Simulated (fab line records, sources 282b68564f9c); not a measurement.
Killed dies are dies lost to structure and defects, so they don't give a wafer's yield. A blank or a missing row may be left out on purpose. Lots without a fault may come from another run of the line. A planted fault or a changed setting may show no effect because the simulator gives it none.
One fault seen from 2 desks | flow rit_cmos | each desk has only its own numbers; what lay behind them comes last

THE TOOL OWNER'S DESK: lpcvd-02
The tool's own readings at RIT_GATE_CVD_08 (deposits poly-Si from SiH4, target thk 250 nm, time 2220 s): means of the sampled wafers that have a number, for each lot that ran on this tool. A lot is out of limits, marked OUT, if its mean lies more than 4 standard deviations from the usual mean; the brackets give that distance.
Columns: A = zone_power_load_pct at RIT_GATE_CVD_08, usual 12.1 %
lot  | first seen here | A
L808 | day 2 15:43     | 14.0
L810 | day 3 01:30     | 10.1
L816 | day 4 09:13     | 10.1
L830 | day 7 16:47     | 10.1
This desk's finding: nothing out of limits on any of the 4 lots.

THE METROLOGY DESK
What the gauges read, lot by lot, whatever tool the lot ran on: means of the sampled wafers that have a number. A lot is out of limits, marked OUT, if its mean lies more than 4 standard deviations from the usual mean; the brackets give that distance.
Columns: A = GATE_POLY_THK at RIT_GATE_THK_MEAS_09, usual 250.8 nm
lot  | first seen here | A
L807 | day 2 12:22     | 250.3
L808 | day 2 17:20     | 248.2
L810 | day 3 03:08     | 249.8
L813 | day 3 18:20     | 252.2
L815 | day 4 04:37     | 248.3
L816 | day 4 10:51     | 313.3 (+31) OUT
L819 | day 5 00:59     | 250.8
L820 | day 5 09:06     | 252.4
L821 | day 5 16:39     | 252.8
L824 | day 6 03:01     | 249.5
L825 | day 6 15:26     | 252.0
L827 | day 6 18:59     | 252.0
L830 | day 7 18:25     | 251.6
This desk's finding: out of limits on L816; first on L816, day 4 10:51 (GATE_POLY_THK at RIT_GATE_THK_MEAS_09). In limits: L807, L808, L810, L813, L815, L819, L820, L821, L824, L825, L827, L830.

PUT TOGETHER
The metrology desk could have raised an alarm at day 4 10:51, on L816.
The tool owner's desk saw nothing out of limits.
The tool owner's desk has L816 on record, within its limits.
Of the lots named, all ran RIT_GATE_CVD_08 on lpcvd-02.

WHAT THE SIMULATOR HAD PUT IN
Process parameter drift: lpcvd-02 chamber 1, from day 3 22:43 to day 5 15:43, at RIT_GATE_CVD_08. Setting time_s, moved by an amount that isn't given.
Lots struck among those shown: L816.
Hours from the fault's start to each desk's first reading out of limits: the metrology desk, 12.
